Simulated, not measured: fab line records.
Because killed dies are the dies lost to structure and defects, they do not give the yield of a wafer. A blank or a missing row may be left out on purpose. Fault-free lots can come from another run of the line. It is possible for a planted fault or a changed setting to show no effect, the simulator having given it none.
A struck lot beside a sound one :: flow berkeley cmos170 :: 44 out of 331 route steps
Sound: the wafers L848.1, L848.4, L848.5. Struck: wafers L854.2, L854.3, L854.4. The cause is named last.
Order at every step that has rows: each side's tool, ch and its chambers, its first start. Under that, the readings that differ: sound wafers :: struck wafers :: difference of the means :: sigmas: that difference in standard deviations of wafers without a fault.
alike: a reading whose means differ by less than 2 such deviations, as well as words and numbers matching on both sides. not compared: withheld readings; readings where some wafer has no value; bounds like >300 that might hide an equal value; numbers whose values overlap and for which the record gives no deviation.
The two part at a step that has a row with sigmas, a row that says differs or no value, or rows on one side only. Non-overlapping numbers with no deviation appear without sigmas and do not part them. A reading that every wafer of one side lacks parts them only if that side has two wafers or more.

UCB170_GATE_STRIP_16: strips in O2.
  sound on plasma asher-03 ch 0,1, day 9 15:19; struck on plasma asher-02 ch 0,1, day 11 00:05
  alike: drypump motor current A, oes product au
  not compared: rf hours counter h
UCB170_GATE_CD_MEAS_90 targets a cd of 350 nm.
  struck on cd sem-02, day 11 00:13; sound on cd sem-01, day 9 15:25
  alike: cd nm
then, 7 steps without rows for these wafers: UCB170_GATE_CLEAN_17 (cleans in SPM, time 600 s); UCB170_PLDD_HMDS_00 (prime time 60 s); UCB170_PLDD_COAT_01 (resist thk 900 nm); UCB170_PLDD_SOFTBAKE_02 (time 60 s); UCB170_PLDD_EXPOSE_03 (exposes mask PSELECT, target cd 1200 nm); UCB170_PLDD_PEB_04; UCB170_PLDD_DEVELOP_05 (develop time 45 s).
UCB170_PLDD_CD_MEAS_06 targets a cd of 1200 nm.
  struck on cd sem-02, day 11 01:55; sound on cd sem-01, day 9 16:46
reading: cd nm (nm)
sound: 1198.4 1197.8 1197.6
struck: 1201.0 1199.6 1201.0
difference: +2.6
sigmas: +2
UCB170_PLDD_OVL_MEAS_07:
  struck on overlay-02, day 11 02:01; sound on overlay-01, day 9 16:53
  alike: PLDD_OVL
after that, 1 step had no rows for these wafers: UCB170_PLDD_IMPLANT_08.
UCB170_PLDD_IMPLANT_09:
  sound on implanter-01 ch 0, day 9 17:05; struck on implanter-03 ch 0, day 11 02:14
reading: dose ions cm2
sound: 5.001e+13 5e+13 5.011e+13
struck: 4.395e+13 4.394e+13 4.398e+13
difference: -6.083e+12
sigmas: -99 or more

reading: faraday current uA
sound: 163 155 157
struck: 137 138 142
difference: -19
sigmas: -6
UCB170_PLDD_STRIP_10: strips in O2.
  sound on plasma asher-03 ch 0,1, day 9 17:14; struck on plasma asher-03 ch 0,1, day 11 02:21
  alike: drypump motor current A, oes product au, strip time to endpoint s
  not compared: rf hours counter h
UCB170_PLDD_TW_MEAS_11:
  struck on film metro-02, day 11 02:28; sound on film metro-01, day 9 17:20
reading: PLDD_TW
sound: 1019 1016 1013
struck: 977 976 978
difference: -39
sigmas: -5
then, 7 steps without rows for these wafers: UCB170_PLDD_CLEAN_12 (cleans in SPM, time 600 s); UCB170_NLDD_HMDS_00 (prime time 60 s); UCB170_NLDD_COAT_01 (resist thk 900 nm); UCB170_NLDD_SOFTBAKE_02 (time 60 s); UCB170_NLDD_EXPOSE_03 (exposes mask NSELECT, target cd 1200 nm); UCB170_NLDD_PEB_04; UCB170_NLDD_DEVELOP_05 (develop time 42.84 s).
UCB170_NLDD_CD_MEAS_06 targets a cd of 1200 nm.
  struck on cd sem-01, day 11 04:45; sound on cd sem-02, day 9 19:16
reading: cd nm (nm)
sound: 1198.3 1199.4 1198.1
struck: 1202.4 1201.5 1202.9
difference: +3.7
sigmas: +2
UCB170_NLDD_OVL_MEAS_07:
  struck on overlay-01, day 11 04:52; sound on overlay-01, day 9 19:23
  alike: NLDD_OVL
then, 2 steps without rows for these wafers: UCB170_NLDD_IMPLANT_08; UCB170_NLDD_IMPLANT_09.
UCB170_NLDD_STRIP_10: strips in O2.
  sound on plasma asher-04 ch 0,1, day 9 19:43; struck on plasma asher-02 ch 0,1, day 11 05:11
  alike: drypump motor current A, oes product au, strip time to endpoint s
  not compared: rf hours counter h
UCB170_NLDD_TW_MEAS_11:
  struck on film metro-03, day 11 05:18; sound on film metro-02, day 9 19:49
reading: NLDD_TW
sound: 2197 2182 2194
struck: 2225 2238 2242
difference: +44
sigmas: +3
then, 1 step without rows for these wafers: UCB170_NLDD_CLEAN_12 (cleans in SPM, time 600 s).
UCB170_SPACER_CVD_00: deposits SiO2 from TEOS/O2, target thk 376 nm, time 47 s.
  sound on pecvd-04 ch 0,1, day 9 20:03; struck on pecvd-04 ch 0,1,2, day 11 05:32
  alike: heater power w
UCB170_SPACER_THK_MEAS_01:
  struck on film metro-04, day 11 05:35; sound on film metro-04, day 9 20:06
  alike: SPACER_TEOS_THK
then, 1 step without rows for these wafers: UCB170_SPACER_ANNEAL_02 (time 1800 s).
UCB170_SPACER_ETCHBACK_03: etches SiO2 in CHF3/CF4/Ar, stops on Si, target depth 376 nm, time 100 s.
  sound on rie diel-01 ch 0,2, day 10 04:11; struck on rie diel-03 ch 0,2,3, day 11 10:35
  alike: cf4 flow sccm, drypump motor current A, oes product au, throttle valve pct
  not compared: rf hours counter h
then, 6 steps without rows for these wafers: UCB170_PSD_HMDS_00 (prime time 60 s); UCB170_PSD_COAT_01 (resist thk 900 nm); UCB170_PSD_SOFTBAKE_02 (time 60 s); UCB170_PSD_EXPOSE_03 (exposes mask PSELECT MOD, target cd 1200 nm); UCB170_PSD_PEB_04; UCB170_PSD_DEVELOP_05 (develop time 45 s).
UCB170_PSD_CD_MEAS_06 targets a cd of 1200 nm.
  struck on cd sem-02, day 11 11:31; sound on cd sem-02, day 10 05:28
  alike: cd nm
UCB170_PSD_OVL_MEAS_07:
  struck on overlay-01, day 11 11:38; sound on overlay-02, day 10 05:35
  alike: PSD_OVL
after that, 1 step had no rows for these wafers: UCB170_PSD_IMPLANT_08.
UCB170_SDANNEAL_RS_MEAS_04: the measuring method here is four-point-probe.
  struck on film metro-03, day 11 16:20; sound on film metro-03, day 10 09:20
reading: PLDD_RS (ohm/sq)
sound: 1030.0 1027.8 1030.4
struck: 1082.3 1086.4 1088.3
difference: +56.3
sigmas: +20
UCB170_M3_PROBE_99:
  struck on prober-02, day 12 17:34; sound on prober-02, day 11 09:42
reading: model.etest.pldd.line ohm um
sound: 1801 1804 1804
struck: 1879 1851 1842
difference: +54
sigmas: 

reading: model.etest.pldd.rs ohm sq
sound: 1112 1115 1128
struck: 1185 1177 1185
difference: +64
sigmas: 

reading: model.etest.pmos_0p35.overlap ff um
sound: 0.377 0.376 0.3738
struck: 0.3627 0.3643 0.366
difference: -0.0113
sigmas: 
  not compared: model.etest.pmos_0p35.isub log10 a um

== WHERE THEY PART ==
At UCB170_PLDD_CD_MEAS_06 first; at UCB170_SDANNEAL_RS_MEAS_04 last (within this record only).

WHY: what the simulator had put in
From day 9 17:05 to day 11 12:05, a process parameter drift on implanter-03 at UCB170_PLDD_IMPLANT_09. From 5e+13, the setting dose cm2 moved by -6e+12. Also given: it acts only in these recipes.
